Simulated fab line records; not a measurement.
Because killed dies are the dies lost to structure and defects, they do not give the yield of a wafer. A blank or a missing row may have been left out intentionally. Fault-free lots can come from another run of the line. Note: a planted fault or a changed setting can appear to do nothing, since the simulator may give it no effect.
8D (eight disciplines) problem report, filled in by code -- flow berkeley_cmos170 -- the parts of the form that need people (team, actions taken, sign-off) are left out

1. WHAT IS WRONG
NSD_TW at UCB170_NSD_TW_MEAS_10 reads a mean of 30 on 3 wafers of 1 lot; wafers without a fault read 4161 with a standard deviation of 20. That is -99 or more standard deviations from the usual mean.
Earliest sighting: wafer L201.2 on film_metro-03 at day 11 14:18. The record has a number at this step for 39 wafers belonging to 13 lots. Rule for "out", or "out of limits": more than 4 standard deviations from the usual mean. Any other wafer with a number is counted as sound.

2. WHAT IT IS AND WHAT IT IS NOT
question,is,is not
which readings at this step,NSD_TW,-
which lots,L201,"L182, L184, L185, L187, L188, L190, L191, L192, L194, L195, L200, L205"
which wafers of those lots,all that have a number,-
read on which gauges,film_metro-03,"film_metro-01, film_metro-04"
when,from day 11 14:18,up to then (33 sound wafers); but 3 sound wafers of L205 came after

3. THE SUSPECTS, EACH WITH WHAT RULES IT OUT
Counting: a tool at any process step up to the reading remains a suspect when it ran all the lots that are out and ran no sound lot after the first of those.
- the gauge at UCB170_NSD_TW_MEAS_10 is ruled out. All the wafers that are out were read on film_metro-03, but those of them that UCB170_PSD_STRIP_09 has rows for are out there too, on other tools.
- plasma_asher-01 at UCB170_PSD_STRIP_09 (strips in O2): kept. It ran the lot that is out, L201 (day 11 09:37), and no sound lot after that; its last sound lot up to then is L194 (day 9 22:05). Out on those wafers are its own readings of oes_product_au.
- plasma_asher-04 at UCB170_NSD_STRIP_09 (strips in O2): kept. It ran the lot that is out, L201 (day 11 14:11), and no sound lot after that; its last sound lot up to then is L195 (day 9 23:53). Out on those wafers are its own readings of oes_product_au, strip_time_to_endpoint_s.
After counting, plasma_asher-01 at UCB170_PSD_STRIP_09 and plasma_asher-04 at UCB170_NSD_STRIP_09 remain.

4. THE CAUSE (what the simulator had put in)
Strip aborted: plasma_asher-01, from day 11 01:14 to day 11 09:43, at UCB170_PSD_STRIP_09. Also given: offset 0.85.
After counting, 2 suspects remain, this tool included.

5. THE CHAIN OF EFFECTS, in route order
Each row: a reading whose mean over the struck wafers that have a number lies more than 3 standard deviations from the usual. Only readings whose record carries a usual standard deviation are examined. hours: median over the lots of the time between each lot's start at the first step of this table that gives one and its start at this step. sigmas: the change, counted in usual standard deviations.
hours,step,reading,usual,on struck wafers,change,sigmas
0,UCB170_PSD_STRIP_09,oes_product_au,0.601 a.u.,0.434,-0.167,-35
5,UCB170_NSD_STRIP_09,oes_product_au,0.535 a.u.,0.611,+0.076,+16
5,UCB170_NSD_STRIP_09,strip_time_to_endpoint_s,35.84 s,56.22,+20.38,+99 or more
5,UCB170_NSD_TW_MEAS_10,NSD_TW,4161,30,-4131,-99 or more
Its process steps:
- UCB170_PSD_STRIP_09: strips in O2.
- UCB170_NSD_STRIP_09: strips in O2.
Readings that are blank on the struck wafers while sound wafers have them: strip_time_to_endpoint_s at UCB170_PSD_STRIP_09.

6. WHAT WOULD HAVE CAUGHT IT SOONER
Counted from the fault's start at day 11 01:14, it took 13 hours until the first out-of-limits reading at a measuring or inspecting step in this record, taken at day 11 14:18.
At UCB170_PSD_STRIP_09, the tool's own readings (oes_product_au) were out on each struck wafer the step has a row for, so an alarm limit on them would have fired on the first such wafer.
All the lots that are out (1) had begun UCB170_PSD_STRIP_09 on plasma_asher-01 by day 11 14:18. Had the tool been put on hold then, not one of them would have been saved.
